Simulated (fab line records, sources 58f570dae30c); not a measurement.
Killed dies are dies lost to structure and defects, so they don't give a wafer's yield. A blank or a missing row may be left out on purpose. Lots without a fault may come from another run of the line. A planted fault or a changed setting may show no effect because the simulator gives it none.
fab line records | flow berkeley_cmos170
record lots=5 wafers=15 last_day=12
route steps=331 shown V2@300 M3@309
lots that met no fault: from a run of the same line without faults
start_h: hours from the record's first day to the start of the lot's first wafer shown | wait_h: hours since the lot's step before | " the same as in the row above | L1.1+2: a row that stands for several wafers | - no value, or no start given | * or withheld: withheld | < > ~ a bound
route shown NAME@n: a module of which the file shows steps, and the number in the route of the first | usual: mean/standard deviation of fault-free wafers | same: alike in all rows | chamber/n: place in a boat | sites: the reading at each site | _std_site: their standard deviation | _edge_site: outer sites' mean less inner sites' | radius_mm: how far each site lies from the wafer's centre | mask NAME#n: copy n | behind: the tool/chamber that last shaped the wafer | hold: why the lot was held/for how many hours/how that ended | device: the transistor (n, p or np) that didn't switch | end of line: the same wafers' tests at the end of the route | a step without rows: its recipe alone | killed: dies lost to structure and defects at the first sort, not the wafer's yield | map: a wafer's dies, x killed, . not, _ none there
set.NAME: the setting as run; set.NAME@STEP: as run at that earlier step | model.NAME: the simulator's own value behind a step, which no gauge read
lots at some steps of the route; a table a step, a row a wafer
services: from which hour (start_h, from the record's first day; less than 0 if before it) a tool's chamber was out of use, for how many hours, and why
## steps
# step UCB170_V2_SOFTBAKE_08
# recipe resist=KrF temp_c=130 time_s=60
# usual resist_line_temp_C=23.00/0.1
# columns lot.wafer tool chamber start_h wait_h resist_line_temp_C
L084.1 litho_track-04 0 205.57 0.1 22.90
L084.2 " 0 " " 23.05
L084.3 " 0 " " 22.91
L085.4 litho_track-03 0 213.42 0.1 23.10
L085.5 " 0 " " 23.12
L085.6 " 0 " " 23.11
L086.1 litho_track-04 0 213.64 0.1 22.99
L086.3 " 0 " " 22.86
L086.5 " 0 " " 22.84
L087.1 litho_track-04 0 229.92 0.1 22.95
L087.3 " 0 " " 22.84
L087.5 " 0 " " 22.83
L096.3 litho_track-01 0 285.10 0.1 23.18
L096.4 " 0 " " 23.18
L096.6 " 0 " " 23.07
# step UCB170_V2_EXPOSE_09
# recipe mask_id=VIA2 target_cd_nm=700 na=0.5 sigma_outer=0.6 source_shape=conventional dose_mj=37
# columns lot.wafer tool chamber start_h wait_h mask
L084.1+2+3 krf_scanner-02 0 205.72 0.1 VIA2#0
L085.4+5+6 krf_scanner-02 0 213.68 0.2 VIA2#0
L086.1+3+5 krf_scanner-01 0 213.91 0.2 VIA2#0
L087.1+3+5 krf_scanner-01 0 230.07 0.1 VIA2#0
L096.3+4+6 krf_scanner-01 0 285.36 0.2 VIA2#0
# step UCB170_V2_PEB_10
# recipe peb_temp_c=130 peb_time_s=withheld resist=KrF
# usual resist_line_temp_C=23.01/0.1
# columns lot.wafer tool chamber start_h wait_h resist_line_temp_C
L084.1 litho_track-01 0 205.84 0.1 22.97
L084.2 " 0 " " 23.12
L084.3 " 0 " " 23.26
L085.4 litho_track-03 0 213.82 0.1 22.96
L085.5 " 0 " " 23.19
L085.6 " 0 " " 23.01
L086.1 litho_track-04 0 214.03 0.1 22.94
L086.3 " 0 " " 23.05
L086.5 " 0 " " 23.01
L087.1 litho_track-04 0 230.52 0.4 23.19
L087.3 " 0 " " 23.07
L087.5 " 0 " " 23.03
L096.3 litho_track-04 0 285.49 0.1 23.03
L096.4 " 0 " " 23.08
L096.6 " 0 " " 23.06
# step UCB170_V2_DEVELOP_11
# recipe developer=TMAH develop_time_s=45 resist=KrF dev_temp_c=21
# usual resist_line_temp_C=22.99/0.1
# columns lot.wafer tool chamber start_h wait_h resist_line_temp_C
L084.1 litho_track-01 0 - - 23.15
L084.2 " 0 " " 23.09
L084.3 " 0 " " 23.24
L085.4 litho_track-03 0 - - 22.99
L085.5 " 0 " " 23.02
L085.6 " 0 " " 22.90
L086.1 litho_track-04 0 - - 23.02
L086.3 " 0 " " 23.01
L086.5 " 0 " " 23.08
L087.1 litho_track-04 0 - - 22.92
L087.3 " 0 " " 23.12
L087.5 " 0 " " 23.06
L096.3 litho_track-04 0 - - 22.95
L096.4 " 0 " " 22.80
L096.6 " 0 " " 22.82
# step UCB170_V2_CD_MEAS_12
# recipe target_cd_nm=700
# usual cd_nm=699.9/1.3
# columns lot.wafer tool chamber start_h wait_h cd_nm
L084.1 cd_sem-01 - 206.11 - 702.1
L084.2 " - " " 701.2
L084.3 " - " " 701.9
L085.4 cd_sem-02 - 214.08 - 698.8
L085.5 " - " " 699.9
L085.6 " - " " 699.0
L086.1 cd_sem-01 - 214.31 - 700.3
L086.3 " - " " 699.9
L086.5 " - " " 701.2
L087.1 cd_sem-02 - 230.79 - 699.6
L087.3 " - " " 699.2
L087.5 " - " " 698.2
L096.3 cd_sem-02 - 285.76 - 699.3
L096.4 " - " " 699.4
L096.6 " - " " 700.4
# step UCB170_V2_OVL_MEAS_13
# usual V2_OVL=1/6.2
# columns lot.wafer tool chamber start_h wait_h V2_OVL[nm]
L084.1 overlay-01 - 206.23 0.1 11
L084.2 " - " " 12
L084.3 " - " " 10
L085.4 overlay-02 - 214.15 0.1 4
L085.5 " - " " 4
L085.6 " - " " 6
L086.1 overlay-01 - 214.43 0.1 1
L086.3 " - " " 0
L086.5 " - " " 0
L087.1 overlay-01 - 230.91 0.1 12
L087.3 " - " " 2
L087.5 " - " " 6
L096.3 overlay-01 - 285.85 0.1 -1
L096.4 " - " " -3
L096.6 " - " " -2
# step UCB170_V2_ETCH_14
# recipe chemistry=CHF3/CF4/Ar target=SiO2 stop_on=Al CHF3_flow_sccm=45 cf4_flow_sccm=15 Ar_flow_sccm=150 pressure_mtorr=200 rf_w=700 target_depth_a=12500 over_etch_frac=0.25 time_s=291
# usual drypump_motor_current_A=5.9/0.43 oes_product_au=0.872/0.0079 throttle_valve_pct=7.00/0.12
# columns lot.wafer tool chamber start_h wait_h drypump_motor_current_A oes_product_au rf_hours_counter_h throttle_valve_pct
L084.1 rie_diel-04 1 206.27 0.0 5.7 0.870 18 7.09
L084.2 " 3 " " 6.3 0.895 52 7.11
L084.3 " 0 " " 5.9 0.868 46 7.10
L085.4 rie_diel-02 2 214.26 0.1 6.7 0.871 - 6.90
L085.5 " 1 " " 5.2 0.879 - 6.99
L085.6 " 3 " " 5.9 0.871 - 6.82
L086.1 rie_diel-04 3 214.46 0.0 6.4 0.887 52 7.11
L086.3 " 0 " " 5.9 0.864 46 7.10
L086.5 " 1 " " 5.7 0.874 - 7.07
L087.1 rie_diel-02 1 230.95 0.0 5.2 0.885 10 7.00
L087.3 " 0 " " 6.3 0.860 0 6.86
L087.5 " 3 " " 5.9 0.870 - 6.82
L096.3 rie_diel-04 3 285.87 0.0 6.3 0.879 55 7.11
L096.4 " 2 " " 6.0 0.877 2 7.16
L096.6 " 2 " " 6.0 0.877 - 7.17
# step UCB170_V2_STRIP_15
# recipe chemistry=O2 power_w=400 pressure_mtorr=3500 platen_temp_c=withheld o2_flow_sccm=400 overash_fraction=0.5
# usual drypump_motor_current_A=5.6/0.5 oes_product_au=0.722/0.0044 strip_time_to_endpoint_s=15.33/0.1
# columns lot.wafer tool chamber start_h wait_h drypump_motor_current_A oes_product_au rf_hours_counter_h strip_time_to_endpoint_s
L084.1 plasma_asher-02 1 206.45 0.1 5.7 0.723 49 15.33
L084.2 " 0 " " 4.9 0.716 49 15.45
L084.3 " 0 " " 5.0 0.718 - 15.33
L085.4 plasma_asher-02 1 214.38 0.0 5.7 0.724 - 15.45
L085.5 " 0 " " 4.9 0.730 - 15.53
L085.6 " 1 " " 5.7 0.726 - 15.44
L086.1 plasma_asher-01 1 214.64 0.1 6.3 0.720 48 15.31
L086.3 " 0 " " 6.1 0.715 - 15.25
L086.5 " 1 " " 6.3 0.727 - 15.34
L087.1 plasma_asher-01 1 231.13 0.1 6.4 0.720 49 15.39
L087.3 " 0 " " 6.1 0.730 - 15.45
L087.5 " 0 " " 6.1 0.714 - 15.23
L096.3 plasma_asher-02 1 286.08 0.1 5.7 0.714 - 15.40
L096.4 " 0 " " 4.9 0.721 - 15.34
L096.6 " 1 " " 5.7 0.723 - 15.33
# step UCB170_V2_CD_MEAS_90
# recipe target_cd_nm=700
# usual cd_nm=700.1/1.3
# columns lot.wafer tool chamber start_h wait_h cd_nm
L084.1 cd_sem-02 - 206.55 0.1 702.6
L084.2 " - " " 701.4
L084.3 " - " " 701.8
L085.4 cd_sem-02 - 214.51 0.1 699.3
L085.5 " - " " 699.9
L085.6 " - " " 698.7
L086.1 cd_sem-01 - 214.74 0.1 700.8
L086.3 " - " " 700.8
L086.5 " - " " 701.1
L087.1 cd_sem-02 - 231.23 0.1 700.5
L087.3 " - " " 698.7
L087.5 " - " " 699.6
L096.3 cd_sem-02 - 286.19 0.1 699.2
L096.4 " - " " 700.1
L096.6 " - " " 701.2
# step UCB170_M3_PRE_CLEAN_00
# recipe gas=Ar preclean_etch_time_s=60
# columns lot.wafer tool chamber start_h wait_h
L084.1+2+3 pvd_sputter-03 - 206.67 0.1
L085.4+5+6 pvd_sputter-03 - 214.57 0.0
L086.1+3+5 pvd_sputter-01 - 214.86 0.1
L087.1+3+5 pvd_sputter-03 - 231.35 0.1
L096.3+4+6 pvd_sputter-03 - 286.27 0.1
# step UCB170_M3_SPUTTER_01
# recipe material=Al target_thk_nm=900 time_s=120 power_w=6000 chamber_pressure_pa=0.5
# usual throttle_valve_pct=30.0/1.1
# columns lot.wafer tool chamber start_h wait_h throttle_valve_pct
L084.1 pvd_sputter-03 - 206.73 0.0 28.6
L084.2 " - " " 29.1
L084.3 " - " " 29.9
L085.4 pvd_sputter-03 - 214.64 0.0 29.9
L085.5 " - " " 28.4
L085.6 " - " " 29.2
L086.1 pvd_sputter-01 - 214.93 0.0 30.0
L086.3 " - " " 28.7
L086.5 " - " " 29.2
L087.1 pvd_sputter-03 - 231.41 0.0 28.8
L087.3 " - " " 28.5
L087.5 " - " " 28.7
L096.3 pvd_sputter-03 - 286.34 0.0 28.5
L096.4 " - " " 28.7
L096.6 " - " " 29.0
# step UCB170_M3_RS_MEAS_02
# recipe thk_meas_gauge=four-point-probe reads=Al_of_M3_SPUTTER_01
# usual M3_AL_RS=0.0323/0.00031
# columns lot.wafer tool chamber start_h wait_h M3_AL_RS[ohm/sq]
L084.1 film_metro-01 - 206.82 0.0 0.0323
L084.2 " - " " 0.0318
L084.3 " - " " 0.0317
L085.4 film_metro-03 - 214.78 0.1 0.0321
L085.5 " - " " 0.0320
L085.6 " - " " 0.0320
L086.1 film_metro-03 - 215.01 0.0 0.0325
L086.3 " - " " 0.0323
L086.5 " - " " 0.0324
L087.1 film_metro-01 - 231.50 0.0 0.0323
L087.3 " - " " 0.0323
L087.5 " - " " 0.0323
L096.3 film_metro-03 - 286.46 0.1 0.0321
L096.4 " - " " 0.0318
L096.6 " - " " 0.0322
# step UCB170_M3_THK_MEAS_03
# recipe thk_meas_gauge=xrf reads=Al_of_M3_SPUTTER_01
# usual M3_AL_THK=911/9.4
# columns lot.wafer tool chamber start_h wait_h M3_AL_THK[nm]
L084.1 film_metro-01 - 206.94 0.1 918
L084.2 " - " " 925
L084.3 " - " " 928
L085.4 film_metro-03 - 214.87 0.1 908
L085.5 " - " " 916
L085.6 " - " " 916
L086.1 film_metro-03 - 215.13 0.1 903
L086.3 " - " " 902
L086.5 " - " " 903
L087.1 film_metro-01 - 231.62 0.1 908
L087.3 " - " " 916
L087.5 " - " " 914
L096.3 film_metro-03 - 286.56 0.1 925
L096.4 " - " " 933
L096.6 " - " " 926
# step UCB170_M3_HMDS_04
# recipe prime_time_s=60 prime_temp_c=100
# usual resist_line_temp_C=22.99/0.1
# columns lot.wafer tool chamber start_h wait_h resist_line_temp_C
L084.1 litho_track-04 0 207.00 0.1 23.05
L084.2 " 0 " " 22.95
L084.3 " 0 " " 22.94
L085.4 litho_track-02 0 214.98 0.1 23.10
L085.5 " 0 " " 22.94
L085.6 " 0 " " 22.87
L086.1 litho_track-04 0 215.19 0.1 22.98
L086.3 " 0 " " 23.17
L086.5 " 0 " " 23.14
L087.1 litho_track-01 0 231.91 0.3 22.96
L087.3 " 0 " " 22.95
L087.5 " 0 " " 22.91
L096.3 litho_track-04 0 286.65 0.1 23.01
L096.4 " 0 " " 22.93
L096.6 " 0 " " 22.78
# step UCB170_M3_COAT_05
# recipe resist=KrF spin_rpm=1500 resist_thk_nm=900
# usual resist_line_temp_C=23.02/0.11
# columns lot.wafer tool chamber start_h wait_h resist_line_temp_C
L084.1 litho_track-04 0 207.15 0.1 23.12
L084.2 " 0 " " 22.95
L084.3 " 0 " " 23.19
L085.4 litho_track-02 0 215.13 0.1 23.09
L085.5 " 0 " " 23.09
L085.6 " 0 " " 23.13
L086.1 litho_track-04 0 215.34 0.1 23.07
L086.3 " 0 " " 23.32
L086.5 " 0 " " 23.15
L087.1 litho_track-01 0 232.06 0.1 23.04
L087.3 " 0 " " 23.06
L087.5 " 0 " " 23.08
L096.3 litho_track-04 0 286.80 0.1 22.98
L096.4 " 0 " " 23.08
L096.6 " 0 " " 23.05
# step UCB170_M3_SOFTBAKE_06
# recipe resist=KrF temp_c=130 time_s=60
# usual resist_line_temp_C=22.98/0.1
# columns lot.wafer tool chamber start_h wait_h resist_line_temp_C
L084.1 litho_track-04 0 207.30 0.1 22.87
L084.2 " 0 " " 23.11
L084.3 " 0 " " 22.98
L085.4 litho_track-02 0 215.28 0.1 23.11
L085.5 " 0 " " 22.99
L085.6 " 0 " " 22.91
L086.1 litho_track-04 0 215.49 0.1 23.04
L086.3 " 0 " " 23.14
L086.5 " 0 " " 23.10
L087.1 litho_track-01 0 232.21 0.1 22.81
L087.3 " 0 " " 22.92
L087.5 " 0 " " 22.93
L096.3 litho_track-04 0 286.95 0.1 22.93
L096.4 " 0 " " 22.76
L096.6 " 0 " " 22.86
# step UCB170_M3_STRIP_07
# recipe chemistry=O2 power_w=400 pressure_mtorr=3500 platen_temp_c=withheld o2_flow_sccm=400 overash_fraction=0.5
# usual drypump_motor_current_A=5.9/0.44 oes_product_au=0.735/0.0046 strip_time_to_endpoint_s=21.98/0.056
# columns lot.wafer tool chamber start_h wait_h drypump_motor_current_A oes_product_au rf_hours_counter_h strip_time_to_endpoint_s
L084.1 plasma_asher-01 1 207.45 0.1 6.4 0.736 47 21.96
L084.2 " 0 " " 6.1 0.742 47 21.94
L084.3 " 0 " " 6.1 0.727 - 22.02
L085.4 plasma_asher-04 0 215.38 0.1 6.1 0.731 - 21.94
L085.5 " 1 " " 5.7 0.739 - 21.99
L085.6 " 0 " " 6.1 0.734 - 22.02
L086.1 plasma_asher-01 0 215.64 0.1 6.1 0.729 48 22.01
L086.3 " 0 " " 6.1 0.729 - 21.90
L086.5 " 0 " " 6.1 0.730 - 21.92
L087.1 plasma_asher-04 0 232.36 0.1 6.2 0.733 51 22.02
L087.3 " 0 " " 6.2 0.735 - 22.02
L087.5 " 1 " " 5.6 0.732 - 22.06
L096.3 plasma_asher-01 1 287.08 0.1 6.3 0.734 - 21.94
L096.4 " 0 " " 6.1 0.734 - 21.97
L096.6 " 1 " " 6.3 0.732 - 21.91
# step UCB170_M3_STRIP_08
# recipe chemistry=DMSO temp_c=80 time_s=600 material=KrF
# columns lot.wafer tool chamber start_h wait_h
L084.1+2+3 wet_bench-01 3 208.20 0.7
L085.4+5+6 wet_bench-04 2 215.45 0.0
L086.1+3+5 wet_bench-01 2 215.74 0.1
L087.1+3+5 wet_bench-04 3 232.46 0.1
L096.3+4+6 wet_bench-04 3 287.15 0.0
# step UCB170_M3_COAT_09
# recipe resist=BARC temp_c=withheld time_s=withheld spin_rpm=3000 resist_thk_nm=withheld
# usual resist_line_temp_C=*
# columns lot.wafer tool chamber start_h wait_h resist_line_temp_C
L084.1 litho_track-02 0 208.60 0.2 *
L084.2 " 0 " " *
L084.3 " 0 " " *
L085.4 litho_track-02 0 215.72 0.1 *
L085.5 " 0 " " *
L085.6 " 0 " " *
L086.1 litho_track-04 0 216.09 0.2 *
L086.3 " 0 " " *
L086.5 " 0 " " *
L087.1 litho_track-01 0 232.64 0.0 *
L087.3 " 0 " " *
L087.5 " 0 " " *
L096.3 litho_track-02 0 287.55 0.1 *
L096.4 " 0 " " *
L096.6 " 0 " " *
# step UCB170_M3_COAT_10
# recipe resist=KrF spin_rpm=1500 resist_thk_nm=900
# usual resist_line_temp_C=22.98/0.11
# columns lot.wafer tool chamber start_h wait_h resist_line_temp_C
L084.1 litho_track-02 0 - - 22.93
L084.2 " 0 " " 23.09
L084.3 " 0 " " 23.01
L085.4 litho_track-02 0 - - 22.94
L085.5 " 0 " " 22.97
L085.6 " 0 " " 23.05
L086.1 litho_track-04 0 - - 22.97
L086.3 " 0 " " 22.95
L086.5 " 0 " " 22.96
L087.1 litho_track-01 0 - - 22.82
L087.3 " 0 " " 23.09
L087.5 " 0 " " 22.89
L096.3 litho_track-02 0 - - 22.94
L096.4 " 0 " " 22.92
L096.6 " 0 " " 22.94
# step UCB170_M3_SOFTBAKE_11
# recipe resist=KrF temp_c=130 time_s=60
# usual resist_line_temp_C=23.01/0.11
# columns lot.wafer tool chamber start_h wait_h resist_line_temp_C
L084.1 litho_track-02 0 - - 22.85
L084.2 " 0 " " 23.09
L084.3 " 0 " " 22.97
L085.4 litho_track-02 0 - - 22.87
L085.5 " 0 " " 22.91
L085.6 " 0 " " 22.97
L086.1 litho_track-04 0 - - 23.02
L086.3 " 0 " " 23.04
L086.5 " 0 " " 23.03
L087.1 litho_track-01 0 - - 23.10
L087.3 " 0 " " 23.12
L087.5 " 0 " " 23.23
L096.3 litho_track-02 0 - - 23.24
L096.4 " 0 " " 23.16
L096.6 " 0 " " 23.14
# step UCB170_M3_EXPOSE_12
# recipe mask_id=METAL3 target_cd_nm=700 na=0.5 sigma_outer=0.6 source_shape=conventional dose_mj=26
# columns lot.wafer tool chamber start_h wait_h mask
L084.1+2+3 krf_scanner-02 0 209.05 - METAL3#0
L085.4+5+6 krf_scanner-02 0 216.15 - METAL3#0
L086.1+3+5 krf_scanner-01 0 216.67 - METAL3#0
L087.1+3+5 krf_scanner-01 0 233.09 - METAL3#0
L096.3+4+6 krf_scanner-01 0 288.11 - METAL3#0
# step UCB170_M3_PEB_13
# recipe peb_temp_c=130 peb_time_s=withheld resist=KrF
# usual resist_line_temp_C=22.97/0.11
# columns lot.wafer tool chamber start_h wait_h resist_line_temp_C
L084.1 litho_track-01 0 209.16 0.1 23.07
L084.2 " 0 " " 23.09
L084.3 " 0 " " 22.93
L085.4 litho_track-04 0 216.62 0.4 23.11
L085.5 " 0 " " 23.03
L085.6 " 0 " " 23.17
L086.1 litho_track-04 0 216.82 0.1 22.86
L086.3 " 0 " " 22.79
L086.5 " 0 " " 22.88
L087.1 litho_track-01 0 233.20 0.1 22.92
L087.3 " 0 " " 23.15
L087.5 " 0 " " 22.93
L096.3 litho_track-04 0 288.24 0.1 23.01
L096.4 " 0 " " 23.14
L096.6 " 0 " " 23.04
# step UCB170_M3_DEVELOP_14
# recipe developer=TMAH develop_time_s=45 resist=KrF dev_temp_c=21
# usual resist_line_temp_C=23.01/0.12
# columns lot.wafer tool chamber start_h wait_h resist_line_temp_C
L084.1 litho_track-01 0 - - 23.05
L084.2 " 0 " " 23.10
L084.3 " 0 " " 23.08
L085.4 litho_track-04 0 - - 23.20
L085.5 " 0 " " 23.23
L085.6 " 0 " " 23.15
L086.1 litho_track-04 0 - - 22.90
L086.3 " 0 " " 23.08
L086.5 " 0 " " 22.99
L087.1 litho_track-01 0 - - 23.00
L087.3 " 0 " " 23.04
L087.5 " 0 " " 22.93
L096.3 litho_track-04 0 - - 23.22
L096.4 " 0 " " 23.31
L096.6 " 0 " " 23.16
# step UCB170_M3_CD_MEAS_15
# recipe target_cd_nm=700
# usual cd_nm=699.3/1.5
# columns lot.wafer tool chamber start_h wait_h cd_nm
L084.1 cd_sem-01 - 209.44 - 700.4
L084.2 " - " " 700.1
L084.3 " - " " 701.1
L085.4 cd_sem-02 - 216.88 - 698.4
L085.5 " - " " 699.6
L085.6 " - " " 698.5
L086.1 cd_sem-01 - 217.09 - 700.6
L086.3 " - " " 699.2
L086.5 " - " " 700.4
L087.1 cd_sem-02 - 233.48 - 702.2
L087.3 " - " " 701.3
L087.5 " - " " 701.4
L096.3 cd_sem-02 - 288.52 - 698.1
L096.4 " - " " 698.7
L096.6 " - " " 698.4
# step UCB170_M3_OVL_MEAS_16
# usual M3_OVL=2/5.8
# columns lot.wafer tool chamber start_h wait_h M3_OVL[nm]
L084.1 overlay-01 - 209.56 0.1 -3
L084.2 " - " " 8
L084.3 " - " " -5
L085.4 overlay-01 - 216.95 0.1 0
L085.5 " - " " 3
L085.6 " - " " 7
L086.1 overlay-01 - 217.21 0.1 1
L086.3 " - " " 1
L086.5 " - " " 7
L087.1 overlay-01 - 233.60 0.1 15
L087.3 " - " " 6
L087.5 " - " " -5
L096.3 overlay-01 - 288.62 0.1 -8
L096.4 " - " " -1
L096.6 " - " " 2
# step UCB170_M3_ETCH_17
# recipe chemistry=N2/H2 target_depth_a=withheld overetch_a=withheld target=BARC time_s=withheld source_w=500 bias_w=100 pressure_mtorr=30 n2_flow_sccm=100 h2_flow_sccm=200
# usual drypump_motor_current_A=5.9/0.38 oes_product_au=0.999/0.0098 throttle_valve_pct=13.37/0.15
# columns lot.wafer tool chamber start_h wait_h drypump_motor_current_A oes_product_au throttle_valve_pct
L084.1 rie_diel-02 3 209.60 0.0 5.9 1.010 13.04
L084.2 " 2 " " 6.7 1.023 13.21
L084.3 " 1 " " 5.2 1.016 13.37
L085.4 rie_diel-02 2 216.99 0.0 6.7 1.017 13.21
L085.5 " 1 " " 5.2 1.010 13.36
L085.6 " 3 " " 6.0 0.998 13.06
L086.1 rie_diel-04 3 217.25 0.0 6.3 1.006 13.47
L086.3 " 2 " " 6.0 1.014 13.63
L086.5 " 1 " " 5.8 0.993 13.52
L087.1 rie_diel-03 3 233.63 0.0 5.4 1.000 13.18
L087.3 " 0 " " 6.2 1.011 13.35
L087.5 " 2 " " 5.8 0.992 13.31
L096.3 rie_diel-04 1 288.64 0.0 5.7 1.002 13.53
L096.4 " 0 " " 5.9 1.007 13.52
L096.6 " 1 " " 5.7 1.001 13.52
# step UCB170_M3_METAL_ETCH_18
# recipe chemistry=Cl2/BCl3 target=Al stop_on=SiO2 pressure_mtorr=12 target_depth_a=11700 over_etch_frac=0.3 time_s=195 icp_w=600 bias_w=120 Cl2_flow_sccm=90 bcl3_flow_sccm=45
# usual bcl3_flow_sccm=45.00/0.12 drypump_motor_current_A=5.5/0.58 oes_product_au=0.858/0.0094 throttle_valve_pct=24.39/0.15
# columns lot.wafer tool chamber start_h wait_h bcl3_flow_sccm drypump_motor_current_A oes_product_au rf_hours_counter_h throttle_valve_pct
L084.1 rie_metal-02 0 209.64 - 45.23 6.4 0.846 3 24.25
L084.2 " 1 " " 44.89 5.7 0.864 1 24.42
L084.3 " 0 " " 44.96 6.4 0.849 - 24.25
L085.4 rie_metal-02 1 217.08 - 44.94 5.7 0.862 - 24.42
L085.5 " 1 " " 44.89 5.7 0.863 - 24.43
L085.6 " 0 " " 45.19 6.4 0.852 - 24.25
L086.1 rie_metal-03 0 217.29 - 45.17 4.7 0.848 3 24.30
L086.3 " 1 " " 44.89 5.8 0.855 - 24.37
L086.5 " 1 " " 45.03 5.8 0.860 - 24.37
L087.1 rie_metal-01 0 233.68 - 45.05 5.7 0.861 6 24.40
L087.3 " 0 " " 45.22 5.7 0.864 - 24.37
L087.5 " 0 " " 45.04 5.7 0.864 - 24.40
L096.3 rie_metal-01 1 288.74 - 45.04 5.1 0.873 - 24.70
L096.4 " 0 " " 45.13 5.7 0.868 - 24.38
L096.6 " 0 " " 44.90 5.7 0.868 - 24.38
# step UCB170_M3_STRIP_19
# recipe chemistry=O2 power_w=400 pressure_mtorr=3500 platen_temp_c=withheld o2_flow_sccm=400 overash_fraction=0.5
# usual drypump_motor_current_A=5.8/0.46 oes_product_au=0.545/0.0087
# columns lot.wafer tool chamber start_h wait_h drypump_motor_current_A oes_product_au rf_hours_counter_h
L084.1 plasma_asher-02 1 209.83 0.1 5.7 0.544 49
L084.2 " 0 " " 4.9 0.543 49
L084.3 " 1 " " 5.7 0.536 -
L085.4 plasma_asher-01 0 217.23 0.1 6.1 0.541 -
L085.5 " 1 " " 6.3 0.540 -
L085.6 " 0 " " 6.1 0.539 -
L086.1 plasma_asher-02 0 217.48 0.1 4.9 0.540 50
L086.3 " 0 " " 4.9 0.539 -
L086.5 " 1 " " 5.7 0.538 -
L087.1 plasma_asher-01 1 233.86 0.1 6.3 0.537 50
L087.3 " 0 " " 6.1 0.554 -
L087.5 " 1 " " 6.3 0.551 -
L096.3 plasma_asher-04 0 288.90 0.1 6.2 0.545 -
L096.4 " 1 " " 5.6 0.548 -
L096.6 " 0 " " 6.2 0.541 -
# step UCB170_M3_CD_MEAS_90
# recipe target_cd_nm=700
# usual cd_nm=700.1/2.7
# columns lot.wafer tool chamber start_h wait_h cd_nm
L084.1 cd_sem-02 - 209.93 0.1 698.9
L084.2 " - " " 701.5
L084.3 " - " " 700.0
L085.4 cd_sem-02 - 217.45 0.2 699.1
L085.5 " - " " 699.1
L085.6 " - " " 698.3
L086.1 cd_sem-02 - 217.58 0.1 705.0
L086.3 " - " " 705.4
L086.5 " - " " 704.9
L087.1 cd_sem-02 - 233.96 0.1 702.6
L087.3 " - " " 701.2
L087.5 " - " " 702.9
L096.3 cd_sem-02 - 289.01 0.1 696.4
L096.4 " - " " 698.0
L096.6 " - " " 695.3
# step UCB170_M3_BOW_MEAS_20
# recipe mode=bow
# usual M3_BOW=35/6.9
# columns lot.wafer tool chamber start_h wait_h M3_BOW[um]
L084.1 film_metro-02 - 210.05 0.1 36
L084.2 " - " " 37
L084.3 " - " " 29
L085.4 film_metro-01 - 217.57 0.1 38
L085.5 " - " " 30
L085.6 " - " " 33
L086.1 film_metro-03 - 217.70 0.1 19
L086.3 " - " " 28
L086.5 " - " " 26
L087.1 film_metro-03 - 234.08 0.1 41
L087.3 " - " " 31
L087.5 " - " " 28
L096.3 film_metro-01 - 289.13 0.1 33
L096.4 " - " " 41
L096.6 " - " " 34
## services
# columns tool chamber start_h hours kind
rie_diel-02 - 184.79 0.3 repair
krf_scanner-02 - 192.52 2.4 repair
rie_diel-02 0 193.69 - clean
krf_scanner-01 - 198.00 1.0 pm
rie_diel-04 - 198.78 0.8 repair
krf_scanner-01 - 206.72 0.8 pm
krf_scanner-01 - 208.69 1.3 pm
rie_diel-03 1 212.57 9.3 repair
krf_scanner-02 - 225.05 1.0 pm
rie_diel-02 2 225.12 16.6 repair
pvd_sputter-01 - 230.34 2.8 repair
rie_diel-04 2 232.66 - clean
rie_diel-04 2 232.66 13.5 scheduled_down
rie_diel-04 2 232.66 13.5 vent_cycle
rie_diel-03 1 234.97 16.4 repair
rie_metal-01 - 241.49 2.8 pm
rie_diel-03 2 242.32 17.6 repair
rie_diel-03 - 247.00 2.8 pm
rie_diel-04 - 252.04 1.2 repair
wet_bench-01 - 256.83 1.7 repair
rie_diel-03 0 258.47 8.9 repair
plasma_asher-04 - 268.07 2.8 pm
krf_scanner-02 - 277.91 1.3 pm
rie_diel-03 1 286.84 2.4 repair
## key
fault none
